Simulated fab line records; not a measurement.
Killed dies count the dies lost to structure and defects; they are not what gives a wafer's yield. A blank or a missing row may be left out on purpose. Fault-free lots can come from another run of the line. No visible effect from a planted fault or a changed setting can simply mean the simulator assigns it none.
Which tool is to blame? || flow berkeley_cmos170 || 30 wafers from 10 lots sampled at 2 of the route's 331 steps

== WHAT THE GAUGES SHOWED, per wafer ==
UCB170_GATE_CD_MEAS_12: target cd 350 nm.
{"lot": "L663", "measured": "day 7 17:50", "on": "cd_sem-02", "cd_nm (nm)": "351.2 350.5 350.1"}
{"lot": "L665", "measured": "day 7 18:05", "on": "cd_sem-01", "cd_nm (nm)": "351.2 351.1 350.7"}
{"lot": "L662", "measured": "day 7 18:20", "on": "cd_sem-01", "cd_nm (nm)": "351.2 350.9 350.8"}
{"lot": "L664", "measured": "day 7 18:39", "on": "cd_sem-01", "cd_nm (nm)": "350.4 350.8 352.1"}
{"lot": "L667", "measured": "day 8 13:46", "on": "cd_sem-01", "cd_nm (nm)": "350.4 350.2 348.9"}
{"lot": "L666", "measured": "day 8 13:47", "on": "cd_sem-02", "cd_nm (nm)": "350.7 350.1 350.0"}
{"lot": "L676", "measured": "day 10 23:51", "on": "cd_sem-01", "cd_nm (nm)": "331.8 322.2 318.1"}
{"lot": "L680", "measured": "day 11 16:14", "on": "cd_sem-01", "cd_nm (nm)": "347.9 347.4 348.5"}
{"lot": "L681", "measured": "day 12 04:13", "on": "cd_sem-02", "cd_nm (nm)": "350.1 350.1 349.1"}
{"lot": "L685", "measured": "day 12 04:19", "on": "cd_sem-02", "cd_nm (nm)": "348.2 348.3 348.7"}

== EACH LOT AND THE TOOL THAT RAN IT (in order: tool; ch and the chambers of the sampled wafers; start) ==
{"lot": "L663", "UCB170_GATE_EXPOSE_09": "krf_scanner-01 ch 0, day 7 17:23"}
{"lot": "L665", "UCB170_GATE_EXPOSE_09": "krf_scanner-01 ch 0, day 7 17:32"}
{"lot": "L662", "UCB170_GATE_EXPOSE_09": "krf_scanner-02 ch 0, day 7 17:48"}
{"lot": "L664", "UCB170_GATE_EXPOSE_09": "krf_scanner-01 ch 0, day 7 18:16"}
{"lot": "L667", "UCB170_GATE_EXPOSE_09": "krf_scanner-01 ch 0, day 8 13:02"}
{"lot": "L666", "UCB170_GATE_EXPOSE_09": "krf_scanner-01 ch 0, day 8 13:09"}
{"lot": "L676", "UCB170_GATE_EXPOSE_09": "krf_scanner-01 ch 0, day 10 23:26"}
{"lot": "L680", "UCB170_GATE_EXPOSE_09": "krf_scanner-02 ch 0, day 11 15:50"}
{"lot": "L681", "UCB170_GATE_EXPOSE_09": "krf_scanner-02 ch 0, day 12 03:44"}
{"lot": "L685", "UCB170_GATE_EXPOSE_09": "krf_scanner-02 ch 0, day 12 03:50"}
- UCB170_GATE_EXPOSE_09: exposes mask POLY, target cd 350 nm.

== AS READ BY THE TOOLS THEMSELVES (means over the sampled wafers that have a number; for cases with no such wafer, the mark the record gives instead) ==
UCB170_GATE_EXPOSE_09.
{"lot": "L663", "tool": "krf_scanner-01", "exposure_dose_mJ_cm2": 20.988}
{"lot": "L665", "tool": "krf_scanner-01", "exposure_dose_mJ_cm2": 21.000}
{"lot": "L662", "tool": "krf_scanner-02", "exposure_dose_mJ_cm2": 20.992}
{"lot": "L664", "tool": "krf_scanner-01", "exposure_dose_mJ_cm2": 21.006}
{"lot": "L667", "tool": "krf_scanner-01", "exposure_dose_mJ_cm2": 20.993}
{"lot": "L666", "tool": "krf_scanner-01", "exposure_dose_mJ_cm2": 21.014}
{"lot": "L676", "tool": "krf_scanner-01", "exposure_dose_mJ_cm2": 20.477}
{"lot": "L680", "tool": "krf_scanner-02", "exposure_dose_mJ_cm2": 21.001}
{"lot": "L681", "tool": "krf_scanner-02", "exposure_dose_mJ_cm2": 20.968}
{"lot": "L685", "tool": "krf_scanner-02", "exposure_dose_mJ_cm2": 20.963}

== THE ANSWER, worked out from the rows above alone ==
Rule: usual is defined by the lots themselves. The widest of any qualifying gaps counts: lots, ordered by their means at a reading, are off when they make up no more than a third of the lots, leave a main group of 4 or more, and stand apart from it by 3 or more times the standard deviation of that group's means. A main group whose means are all the same, to the digits that the tables above print for the reading, isn't used. A lot without any number at a reading at which 4 lots or more have one is off too. The other lots that the step has rows for count as sound. After the gauges, taken in route order, come the tools' own readings; for these a lot's mean is taken, as printed above. At the first step where some lot is off, the reading lying furthest off is the one used; lots without a number count as furthest.
Off: L676, at UCB170_GATE_CD_MEAS_12 (cd_nm). The main group: mean 350.0 nm, standard deviation 1.1.
A tool fits if, at a process step before that reading, it ran every lot that is off, and no sound lot after the first of them. The gauges at UCB170_GATE_CD_MEAS_12 aren't tried: what is off there is off at UCB170_GATE_EXPOSE_09 too, on other tools, and a gauge's error can't cause that. One fits: krf_scanner-01 at UCB170_GATE_EXPOSE_09. A fault onset in the window from L666 (day 8 13:09, its last sound lot) to L676 (day 10 23:26, its first lot off) fits.
The tool's own readings at UCB170_GATE_EXPOSE_09 bear it out: on the lots that are off they differ by more than 5 times the standard deviation of the sound lots' means. exposure_dose_mJ_cm2 reads 20.477 there against 20.992 on the sound lots.

== WHAT WAS PUT IN BY THE SIMULATOR ==
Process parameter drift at UCB170_GATE_EXPOSE_09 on krf_scanner-01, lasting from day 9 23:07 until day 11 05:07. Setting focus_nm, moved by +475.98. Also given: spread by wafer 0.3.
Lots struck among those shown: L676. The rule above reached the same finding.
